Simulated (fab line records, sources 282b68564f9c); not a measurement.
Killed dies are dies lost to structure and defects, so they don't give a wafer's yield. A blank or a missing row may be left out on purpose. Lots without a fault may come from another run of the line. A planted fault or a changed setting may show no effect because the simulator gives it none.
fab line records | flow rit_cmos
record lots=15 wafers=45 last_day=7
route steps=202 shown FOX2@24 CONTACT@179
lots that met no fault: from a run of the same line without faults
start_h: hours from the record's first day to the start of the lot's first wafer shown | wait_h: hours since the lot's step before | " the same as in the row above | L1.1+2: a row that stands for several wafers | - no value, or no start given | * or withheld: withheld | < > ~ a bound
route shown NAME@n: a module of which the file shows steps, and the number in the route of the first | usual: mean/standard deviation of fault-free wafers | same: alike in all rows | chamber/n: place in a boat | sites: the reading at each site | _std_site: their standard deviation | _edge_site: outer sites' mean less inner sites' | radius_mm: how far each site lies from the wafer's centre | mask NAME#n: copy n | behind: the tool/chamber that last shaped the wafer | hold: why the lot was held/for how many hours/how that ended | device: the transistor (n, p or np) that didn't switch | end of line: the same wafers' tests at the end of the route | a step without rows: its recipe alone | killed: dies lost to structure and defects at the first sort, not the wafer's yield | map: a wafer's dies, x killed, . not, _ none there
set.NAME: the setting as run; set.NAME@STEP: as run at that earlier step | model.NAME: the simulator's own value behind a step, which no gauge read
steps of the route over a sample of lots; a table a step, a row a wafer
services: from which hour (start_h, from the record's first day; less than 0 if before it) a tool's chamber was out of use, for how many hours, and why
## steps
# step RIT_FOX2_THK_MEAS_01
# recipe reads=SiO2_of_FOX2_OXIDATION_00
# usual FOX2_OXIDE_THK=352/5.5
# columns lot.wafer tool chamber start_h wait_h FOX2_OXIDE_THK[nm]
L820.2 film_metro-03 - 29.86 0.0 345
L820.3 " - " " 349
L820.5 " - " " 345
L821.4 film_metro-03 - 35.76 0.0 355
L821.5 " - " " 353
L821.6 " - " " 356
L822.1 film_metro-02 - 39.49 0.0 350
L822.4 " - " " 351
L822.5 " - " " 352
L823.1 film_metro-03 - 43.85 0.0 355
L823.2 " - " " 354
L823.6 " - " " 350
L824.4 film_metro-04 - 47.23 0.0 351
L824.5 " - " " 361
L824.6 " - " " 354
L826.1 film_metro-03 - 74.66 0.0 349
L826.3 " - " " 351
L826.4 " - " " 355
L827.1 film_metro-02 - 74.66 0.0 353
L827.3 " - " " 358
L827.4 " - " " 360
L828.2 film_metro-04 - 80.11 0.0 350
L828.4 " - " " 347
L828.5 " - " " 343
L829.3 film_metro-02 - 80.12 0.0 363
L829.4 " - " " 361
L829.5 " - " " 364
L831.1 film_metro-03 - 92.99 0.0 358
L831.3 " - " " 353
L831.6 " - " " 350
L833.1 film_metro-02 - 96.69 0.0 357
L833.3 " - " " 362
L833.5 " - " " 362
L834.1 film_metro-03 - 100.39 0.0 352
L834.3 " - " " 359
L834.5 " - " " 354
L835.1 film_metro-04 - 109.59 0.0 351
L835.4 " - " " 354
L835.6 " - " " 349
L841.2 film_metro-04 - 130.41 0.0 345
L841.4 " - " " 347
L841.6 " - " " 348
L842.1 film_metro-04 - 134.51 0.0 345
L842.4 " - " " 351
L842.6 " - " " 350
# step RIT_CONTACT_ETCH_11
# recipe target_depth_a=4800 over_etch_frac=0.2 stop_on=TiSi2 chemistry=CHF3/CF4/Ar target=SiO2 CHF3_flow_sccm=50 cf4_flow_sccm=10 Ar_flow_sccm=100 O2_flow_sccm=5 pressure_mtorr=100 rf_w=200 time_s=320
# usual drypump_motor_current_A=5.9/0.48 mfc_ar_sccm=100.0/0.31 oes_product_au=0.984/0.016 rf_fwd_power_W=199.6/0.62 throttle_valve_pct=8.89/0.13
# columns lot.wafer tool chamber start_h wait_h drypump_motor_current_A mfc_ar_sccm oes_product_au rf_fwd_power_W rf_hours_counter_h throttle_valve_pct
L820.2 rie_diel-01 2 76.43 0.1 6.4 99.9 0.987 199.4 6 9.00
L820.3 " 3 " " 6.0 100.1 0.978 198.4 12 8.80
L820.5 " 1 " " 4.9 99.8 0.955 198.7 - 8.92
L821.4 rie_diel-01 1 89.29 0.1 4.9 100.1 0.971 198.8 25 8.90
L821.5 " 2 " " 6.4 99.8 0.981 201.4 - 8.99
L821.6 " 3 " " 6.0 100.4 0.975 199.4 - 8.81
L822.1 rie_diel-04 2 93.18 0.1 6.0 100.2 0.987 200.2 92 8.95
L822.4 " 0 " " 6.3 99.5 0.984 199.4 2 9.16
L822.5 " 2 " " 6.0 99.8 0.986 200.2 - 8.94
L823.1 rie_diel-04 0 96.25 0.1 6.3 99.8 0.993 199.3 2 9.15
L823.2 " 2 " " 6.0 100.4 0.991 198.5 92 8.95
L823.6 " 1 " " 5.6 100.1 0.968 199.8 - 8.81
L824.4 rie_diel-01 1 101.79 0.1 4.9 100.4 0.961 199.8 26 8.92
L824.5 " 0 " " 5.7 100.1 0.978 199.8 - 8.68
L824.6 " 3 " " 6.0 100.4 0.986 199.6 - 8.79
L826.1 rie_diel-01 3 120.65 0.1 6.0 100.0 0.986 199.4 13 8.82
L826.3 " 1 " " 4.9 99.9 0.958 199.2 26 8.90
L826.4 " 0 " " 5.7 100.9 0.991 199.1 29 8.67
L827.1 rie_diel-02 1 121.22 0.1 5.2 99.7 0.989 200.3 121 8.91
L827.3 " 0 " " 5.8 99.8 1.007 200.6 5 8.70
L827.4 " 0 " " 5.8 100.4 1.019 199.8 - 8.71
L829.3 rie_diel-01 1 125.32 0.1 4.9 100.1 0.959 299.7 26 8.91
L829.4 " 3 " " 6.0 99.6 0.983 300.4 13 8.81
L829.5 " 2 " " 6.4 99.7 0.990 299.2 - 9.00
L828.2 rie_diel-01 0 129.38 0.1 5.7 100.2 0.984 298.4 29 8.68
L828.4 " 3 " " 6.0 99.9 0.979 299.2 13 8.80
L828.5 " 2 " " 6.4 99.7 0.984 299.3 - 8.99
L831.1 rie_diel-04 3 135.04 0.1 5.8 99.9 0.967 199.8 129 8.99
L831.3 " 2 " " 6.0 100.5 0.990 200.1 93 8.95
L831.6 " 1 " " 5.7 99.8 0.977 200.6 - 8.81
L833.1 rie_diel-01 1 138.19 0.1 4.9 100.2 0.965 299.7 26 8.91
L833.3 " 0 " " 5.7 100.2 0.984 298.5 29 8.68
L833.5 " 1 " " 5.0 100.1 0.960 299.8 - 8.91
L834.1 rie_diel-02 2 139.10 0.1 6.1 100.7 1.034 198.1 35 8.78
L834.3 " 3 " " 6.7 100.1 0.996 199.6 133 8.95
L834.5 " 2 " " 6.1 100.2 1.020 199.2 - 8.76
L835.1 rie_diel-04 3 147.86 0.1 5.8 99.4 0.967 199.1 129 8.99
L835.4 " 0 " " 6.3 99.7 0.981 200.2 - 9.15
L835.6 " 0 " " 6.3 99.8 0.991 200.2 - 9.13
L841.2 rie_diel-04 0 166.77 0.1 6.3 100.1 0.979 199.7 4 9.15
L841.4 " 1 " " 5.7 100.1 0.985 199.7 0 8.81
L841.6 " 0 " " 6.3 100.2 0.987 200.0 - 9.15
L842.1 rie_diel-04 2 173.00 0.1 6.0 100.0 0.986 198.9 93 8.94
L842.4 " 0 " " 6.3 99.9 0.984 199.2 5 9.14
L842.6 " 2 " " 6.0 99.7 0.983 200.4 - 8.96
## services
# columns tool chamber start_h hours kind
rie_diel-02 3 119.71 7.9 repair
rie_diel-04 1 137.29 - clean
rie_diel-04 1 137.29 15.5 scheduled_down
rie_diel-04 1 137.29 15.5 vent_cycle
rie_diel-04 2 139.74 10.5 repair
## key
first_sign step=RIT_CONTACT_ETCH_11 reading=rf_fwd_power_W direction=up sigmas=99+ usual=199.6 struck=299.4
effect none on later readings
met_at RIT_CONTACT_ETCH_11
struck_lots L828,L829,L833
tester_left_out L828,L829,L833
not_acting_at RIT_FOX2_THK_MEAS_01
onset_between 120.65 125.32
fault kind=process_parameter_drift tool=rie_diel-01 chamber=- onset_h=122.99 steps=RIT_CONTACT_ETCH_11 channel=rf_w offset=100 shape=step end_h=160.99 acts_in=these_recipes_only stated=200
# tester_left_out: of these lots the tester's yield and bins aren't shown, on N5 and GAA mostly nor the transistor test; their killed dies are dies lost to structure and defects alone, not to doping, threshold or leakage, so they don't give the yield
